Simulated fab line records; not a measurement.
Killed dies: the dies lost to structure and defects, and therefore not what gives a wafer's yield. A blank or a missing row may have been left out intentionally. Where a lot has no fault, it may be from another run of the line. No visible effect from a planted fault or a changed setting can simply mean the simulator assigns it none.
A single fault, viewed from 2 desks | flow berkeleyCmos170 | every desk sees just its own numbers, and what lay behind them comes last

== FROM THE METROLOGY DESK ==
What the gauges read for every lot (on any tool): the sampled wafers with a number, averaged. Any lot whose mean is over 4 standard deviations away from the usual mean is out of limits and marked OUT; that distance is given in the brackets.
Columns: A = CONTACT_PSG_THK at UCB170_CONTACT_THK_MEAS_02, usual 703 nm; B = cdNm at UCB170_CONTACT_CD_MEAS_15, usual 700.1 nm
lot  | first seen here | A   | B
L856 | day 7 05:17     | 696 | 700.5
L857 | day 7 08:30     | 712 | 700.2
L858 | day 7 08:34     | 710 | 699.8
L859 | day 7 16:11     | 702 | 698.3
L861 | day 7 16:11     | 710 | 700.6
L862 | day 8 03:33     | 710 | 701.4
L863 | day 8 14:16     | 705 | 698.6
L865 | day 8 14:16     | 704 | 700.0
L869 | day 9 10:45     | 695 | 700.5
L866 | day 9 10:47     | 688 | 702.1
L867 | day 9 10:49     | 700 | 699.7
L868 | day 9 10:51     | 693 | 701.6
L870 | day 9 19:46     | 693 | 701.5
L877 | day 10 23:28    | 699 | 698.0
Result from this desk: across the 14 lots, nothing is out of limits.

== AT THE TOOL OWNER'S DESK: rtpAnneal-01 ==
The tool's own readings at UCB170_SILICIDE_RTA_04 (time 15 s): means of the sampled wafers that have a number, for each lot that ran on this tool. Any lot whose mean is over 4 standard deviations away from the usual mean is out of limits and marked OUT; that distance is given in the brackets.
Columns: A = lampPowerPct at UCB170_SILICIDE_RTA_04, usual 11.6 %; B = wafer_temp_C_max at UCB170_SILICIDE_RTA_04, usual 654.6
lot  | first seen here | A    | B
L856 | day 7 03:12     | 12.4 | 654.0
L857 | day 7 04:02     | 12.4 | 653.5
L861 | day 7 14:02     | 12.4 | 653.9
L862 | day 8 01:30     | 12.4 | 654.0
L863 | day 8 10:49     | 12.4 | 653.3
L865 | day 8 11:20     | 12.4 | 654.3
L869 | day 9 06:31     | 12.4 | 654.1
L867 | day 9 06:58     | 11.4 | 629.9 (-21) OUT
L868 | day 9 07:23     | 11.4 | 629.5 (-21) OUT
Finding of this desk: L867, L868 out of limits; the first was L867 at day 9 06:58, on wafer_temp_C_max at UCB170_SILICIDE_RTA_04. L856, L857, L861, L862, L863, L865, L869: within limits.

== ALL TOGETHER ==
An alarm could have come from the tool owner's desk at day 9 06:58, on L867, L868.
From the metrology desk's view, nothing was out of limits.
The metrology desk has L867, L868 on record, within its limits.
Every lot named ran UCB170_SILICIDE_RTA_04 on rtpAnneal-01.

== WHAT THE SIMULATOR PUT IN ==
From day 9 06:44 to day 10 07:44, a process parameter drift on rtpAnneal-01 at UCB170_SILICIDE_RTA_04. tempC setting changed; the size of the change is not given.
Shown lots that were struck: L867, L868.
How many hours passed from the start of the fault until each desk's first out-of-limits reading: the tool owner's desk, 0.
